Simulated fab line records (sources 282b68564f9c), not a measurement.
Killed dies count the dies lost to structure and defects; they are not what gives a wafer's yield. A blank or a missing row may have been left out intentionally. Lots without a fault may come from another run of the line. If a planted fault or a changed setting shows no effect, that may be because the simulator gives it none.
fab line records	flow rit_cmos
[record] lots = 6	wafers = 18	last_day = 7
route steps=202 shown SILICIDE@167 CONTACT@168
lots with no fault: from the same line, run without faults
start_h: start of the lot's first displayed wafer, in hours after the record's first day	wait_h: how many hours have passed since the lot's step before this one	" the same as in the row above	L1.1+2: a row that stands for several wafers	- either no value or no given start	* or withheld: withheld	< > ~ a bound
route shown NAME@n: a module of which the file shows steps, and the number in the route of the first	usual: mean/standard deviation taken from wafers without a fault	same: alike in all rows	chamber/n: place in a boat	sites: per-site readings	_std_site: standard deviation of those values	_edge_site: inner sites' mean taken away from outer sites' mean	radius_mm: how far each site lies from the wafer's centre	mask NAME#n: copy n	behind: tool/chamber where the wafer was last shaped	hold: the reason the lot was held/the length of the hold in hours/how it ended	device: whichever transistor did not switch (one of n, p or np)	end of line: the route-end tests of the same wafers	a step without rows: its recipe alone	killed: the dies lost at the first sort to structure and to defects; this is not the yield of the wafer	map: shows each die of a wafer: x if killed, . if not, _ if none is there
set.NAME: setting as actually run; set.NAME@STEP: the setting as run at that earlier step	model.NAME: the simulator's own value behind a step, which no gauge read
lots at some steps of the route; a table a step, a row a wafer
services: a tool's chamber out of use, with start hour (start_h, from the record's first day; less than 0 if before it), hours out, and reason
[[steps]]
[step RIT_SILICIDE_RTA_06]
[recipe] temp_c = 750	time_s = 10	idle_temp_c = 25	ramp_up_s = 5	ramp_down_s = 10	cool_to_c = 25	ambient = N2
[usual] wafer_temp_C_max = 752.7/0.66
lot.wafer	tool	chamber	start_h	wait_h	wafer_temp_C_max
L205.3	rtp_anneal-01	0	66.62	0.0	752.3
L205.4	"	0	"	"	751.7
L205.6	"	0	"	"	752.2
L206.1	rtp_anneal-02	0	71.13	0.0	752.9
L206.3	"	0	"	"	754.0
L206.4	"	0	"	"	752.0
L213.1	rtp_anneal-01	0	107.26	0.0	752.1
L213.3	"	0	"	"	751.5
L213.4	"	0	"	"	750.8
L214.2	rtp_anneal-02	0	114.06	0.0	752.5
L214.3	"	0	"	"	753.3
L214.6	"	0	"	"	753.0
L221.2	rtp_anneal-01	0	146.82	0.0	752.4
L221.3	"	0	"	"	752.5
L221.5	"	0	"	"	752.0
L225.1	rtp_anneal-01	0	165.91	0.0	752.9
L225.2	"	0	"	"	752.0
L225.3	"	0	"	"	752.0
[step RIT_CONTACT_CVD_00]
[recipe] material = SiO2	target_thk_nm = 400	precursor = TEOS	temp_c = 390	time_s = 61	rf_w = 400
[usual] heater_power_w = 306/56	rf_fwd_power_W = 396.9/1.3
lot.wafer	tool	chamber	start_h	wait_h	heater_power_w	rf_fwd_power_W
L205.3	pecvd-04	2	66.67	0.0	344	397.3
L205.4	"	1	"	"	209	396.0
L205.6	"	0	"	"	398	397.1
L206.1	pecvd-02	1	71.19	0.1	258	394.8
L206.3	"	1	"	"	271	394.9
L206.4	"	2	"	"	340	400.0
L213.1	pecvd-03	0	107.33	0.1	360	395.3
L213.3	"	2	"	"	271	396.4
L213.4	"	1	"	"	316	398.1
L214.2	pecvd-04	2	114.12	0.0	318	398.4
L214.3	"	0	"	"	332	397.9
L214.6	"	0	"	"	356	398.4
L221.2	pecvd-02	0	146.88	0.0	359	397.9
L221.3	"	2	"	"	328	397.4
L221.5	"	0	"	"	356	397.8
L225.1	pecvd-03	0	165.97	0.1	340	395.7
L225.2	"	1	"	"	311	395.5
L225.3	"	2	"	"	206	393.4
[step RIT_CONTACT_THK_MEAS_01]
[recipe] reads = SiO2_of_CONTACT_CVD_00
[usual] CONTACT_TEOS_THK = 400/4.6
lot.wafer	tool	chamber	start_h	wait_h	CONTACT_TEOS_THK[nm]
L205.3	film_metro-03	-	66.74	0.0	399
L205.4	"	-	"	"	404
L205.6	"	-	"	"	406
L206.1	film_metro-03	-	71.27	0.1	393
L206.3	"	-	"	"	400
L206.4	"	-	"	"	402
L213.1	film_metro-03	-	107.38	0.0	400
L213.3	"	-	"	"	401
L213.4	"	-	"	"	409
L214.2	film_metro-03	-	114.18	0.0	392
L214.3	"	-	"	"	396
L214.6	"	-	"	"	404
L221.2	film_metro-03	-	146.94	0.0	396
L221.3	"	-	"	"	403
L221.5	"	-	"	"	401
L225.1	film_metro-03	-	166.03	0.0	398
L225.2	"	-	"	"	400
L225.3	"	-	"	"	395
[step RIT_CONTACT_HMDS_02]
[recipe] prime_time_s = 60	prime_temp_c = 140
[step RIT_CONTACT_COAT_03]
[recipe] resist = NOVOLAK	spin_rpm = 3250	resist_thk_nm = 1000
[step RIT_CONTACT_SOFTBAKE_04]
[recipe] resist = NOVOLAK	temp_c = 90	time_s = 60
[step RIT_CONTACT_EXPOSE_05]
[recipe] mask_id = M11	na = 0.6	source_shape = conventional	sigma_outer = 0.5	target_cd_nm = 1000	dose_mj = 250
[step RIT_CONTACT_PEB_06]
[recipe] resist = NOVOLAK	temp_c = withheld	time_s = withheld
[step RIT_CONTACT_DEVELOP_07]
[recipe] resist = NOVOLAK	develop_time_s = 120	dev_temp_c = 23
[step RIT_CONTACT_CD_MEAS_08]
[recipe] target_cd_nm = 1000
[usual] cd_nm = 999.8/2.8
lot.wafer	tool	chamber	start_h	wait_h	cd_nm
L205.3	cd_sem-02	-	68.00	-	999.3
L205.4	"	-	"	"	997.5
L205.6	"	-	"	"	996.8
L206.1	cd_sem-01	-	72.34	-	999.7
L206.3	"	-	"	"	1002.3
L206.4	"	-	"	"	1001.6
L213.1	cd_sem-01	-	108.53	-	997.4
L213.3	"	-	"	"	997.8
L213.4	"	-	"	"	997.2
L214.2	cd_sem-01	-	115.34	-	1000.4
L214.3	"	-	"	"	1000.7
L214.6	"	-	"	"	1000.4
L221.2	cd_sem-01	-	147.97	-	1000.4
L221.3	"	-	"	"	1004.4
L221.5	"	-	"	"	1003.1
L225.1	cd_sem-02	-	167.51	-	998.0
L225.2	"	-	"	"	999.7
L225.3	"	-	"	"	999.4
[step RIT_CONTACT_OVL_MEAS_09]
[usual] CONTACT_OVL = -1.0/1.4
lot.wafer	tool	chamber	start_h	wait_h	CONTACT_OVL[nm]
L205.3	overlay-01	-	68.09	0.1	-0.1
L205.4	"	-	"	"	-2.9
L205.6	"	-	"	"	-0.2
L206.1	overlay-01	-	72.48	0.1	-3.4
L206.3	"	-	"	"	-3.9
L206.4	"	-	"	"	-4.0
L213.1	overlay-02	-	108.65	0.1	1.5
L213.3	"	-	"	"	1.8
L213.4	"	-	"	"	-1.0
L214.2	overlay-01	-	115.45	0.1	-0.7
L214.3	"	-	"	"	-2.1
L214.6	"	-	"	"	-1.2
L221.2	overlay-02	-	148.08	0.1	-0.4
L221.3	"	-	"	"	-1.3
L221.5	"	-	"	"	0.0
L225.1	overlay-02	-	167.63	0.1	-0.7
L225.2	"	-	"	"	-0.9
L225.3	"	-	"	"	-1.0
[step RIT_CONTACT_HARDBAKE_10]
[recipe] resist = NOVOLAK	temp_c = 140	time_s = 60
[step RIT_CONTACT_ETCH_11]
[recipe] target_depth_a = 4800	over_etch_frac = 0.2	stop_on = TiSi2	chemistry = CHF3/CF4/Ar	target = SiO2	CHF3_flow_sccm = 50	cf4_flow_sccm = 10	Ar_flow_sccm = 100	O2_flow_sccm = 5	pressure_mtorr = 100	rf_w = 200	time_s = 320
[usual] drypump_motor_current_A = 5.9/0.42	oes_product_au = 0.995/0.015	rf_fwd_power_W = 199.5/0.61	throttle_valve_pct = 8.92/0.15
[same] over_etch_frac = 0.2
lot.wafer	tool	chamber	start_h	wait_h	drypump_motor_current_A	oes_product_au	rf_fwd_power_W	rf_hours_counter_h	throttle_valve_pct	model.etch.depth_nm	model.CONTACT.feature_depth_nm	model.NOVOLAK_of_CONTACT_COAT_03.thk_nm
L205.3	rie_diel-01	3	68.26	0.1	6.2	0.993	199.9	23	9.05	399.4	399.4	768.8
L205.4	"	2	"	"	5.5	0.989	199.0	133	8.86	403.9	403.9	769.1
L205.6	"	1	"	"	6.6	0.978	199.3	-	8.81	405.5	405.5	769.1
L206.1	rie_diel-03	2	72.67	0.1	6.4	1.002	200.1	104	9.04	392.6	392.6	773.2
L206.3	"	1	"	"	5.7	1.017	199.0	93	8.75	399.3	399.3	769.1
L206.4	"	2	"	"	6.4	1.002	199.1	-	9.02	401.9	401.9	770.4
L213.1	rie_diel-03	2	108.84	0.1	6.4	1.002	199.0	105	9.02	399.9	399.9	771.2
L213.3	"	3	"	"	6.0	0.996	200.1	9	8.98	319.9	319.9	807.9
L213.4	"	0	"	"	6.5	0.982	200.0	48	9.08	408.9	408.9	770.9
L214.2	rie_diel-03	3	115.63	0.1	6.0	1.000	200.0	9	8.99	320.7	320.7	809
L214.3	"	0	"	"	6.5	0.981	200.8	48	9.09	395.1	395.1	772.7
L214.6	"	3	"	"	6.1	0.990	200.2	-	8.98	318.7	318.7	811.1
L221.2	rie_diel-04	3	148.26	0.1	5.9	0.952	200.2	139	8.82	396.5	396.5	767.2
L221.3	"	2	"	"	5.6	0.988	199.6	43	8.60	403	403	762.5
L221.5	"	3	"	"	5.9	0.966	199.7	-	8.81	401.2	401.2	763.7
L225.1	rie_diel-04	3	167.82	0.1	5.9	0.964	200.4	140	8.79	397.8	397.8	768.4
L225.2	"	2	"	"	5.6	1.004	199.9	44	8.60	400.6	400.6	770.5
L225.3	"	1	"	"	5.4	1.008	199.7	108	9.14	395.2	395.2	768.5
[step RIT_CONTACT_STRIP_12]
[recipe] chemistry = O2	time_s = 180	resist = NOVOLAK	platen_temp_c = withheld	power_w = 500	pressure_mtorr = 4000	o2_flow_sccm = 4000
[usual] drypump_motor_current_A = 5.4/0.5
lot.wafer	tool	chamber	start_h	wait_h	drypump_motor_current_A	rf_hours_counter_h
L205.3	plasma_asher-04	0	68.52	0.2	6.0	-
L205.4	"	1	"	"	5.3	-
L205.6	"	0	"	"	6.0	-
L206.1	plasma_asher-04	0	72.86	0.1	5.9	44
L206.3	"	1	"	"	5.3	-
L206.4	"	0	"	"	5.9	-
L213.1	plasma_asher-02	0	109.03	0.1	5.7	32
L213.3	"	0	"	"	5.7	-
L213.4	"	1	"	"	4.7	-
L214.2	plasma_asher-03	0	115.82	0.1	4.7	46
L214.3	"	1	"	"	5.9	-
L214.6	"	1	"	"	5.9	-
L221.2	plasma_asher-02	0	148.45	0.1	5.7	36
L221.3	"	0	"	"	5.7	-
L221.5	"	0	"	"	5.7	-
L225.1	plasma_asher-02	1	168.02	0.1	4.7	38
L225.2	"	0	"	"	5.7	38
L225.3	"	0	"	"	5.7	-
[[services]]
tool	chamber	start_h	hours	kind
pecvd-02	2	44.97	3.8	repair
rie_diel-03	-	63.17	1.2	repair
rie_diel-03	1	67.11	4.3	repair
rie_diel-03	0	69.56	6.8	repair
rie_diel-03	2	74.67	8.6	repair
pecvd-02	2	79.26	4.0	repair
rie_diel-03	0	83.14	16.3	repair
pecvd-04	-	90.09	2.8	pm
plasma_asher-04	-	108.75	9.0	pm
plasma_asher-04	0	108.75	9.0	vent_cycle
plasma_asher-04	1	108.75	9.0	vent_cycle
plasma_asher-02	-	112.24	1.4	repair
plasma_asher-04	0	117.75	-	clean
plasma_asher-04	1	117.75	-	clean
plasma_asher-02	-	136.57	2.0	repair
rie_diel-04	0	137.94	-	clean
rie_diel-04	0	137.94	19.8	scheduled_down
rie_diel-04	0	137.94	19.8	vent_cycle
pecvd-04	-	141.19	5.5	pm
plasma_asher-03	-	154.80	15.6	pm
rie_diel-01	3	161.50	1.5	repair
rie_diel-03	0	166.34	6.9	repair
[[key]]
first_sign none at tools or gauges
[model_effect] step = RIT_CONTACT_ETCH_11	value = etch.depth_nm	without = 399.2	struck = 319.8
met_at RIT_CONTACT_ETCH_11
struck_wafers L213.3,L214.2,L214.6
later_rows_left_out L213.3,L214.2,L214.6
sort_left_out L213.3,L214.2,L214.6
tester_left_out L213,L214
[fault] kind = process_parameter_drift	tool = rie_diel-03	chamber = 3	onset_h = 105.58	steps = RIT_CONTACT_ETCH_11	channel = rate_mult	offset = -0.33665	shape = step	end_h = 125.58
// tester_left_out: of these lots the tester's yield and bins aren't shown, on N5 and GAA mostly nor the transistor test; their killed dies are dies lost to structure and defects alone, not to doping, threshold or leakage, so they don't give the yield
// sort_left_out: the simulated sort isn't trusted on such a fault, so these wafers' sort isn't shown, and their yield isn't known
// later_rows_left_out: the simulator's readings of these wafers behind a module that went badly wrong aren't trusted and aren't shown, but for the sort
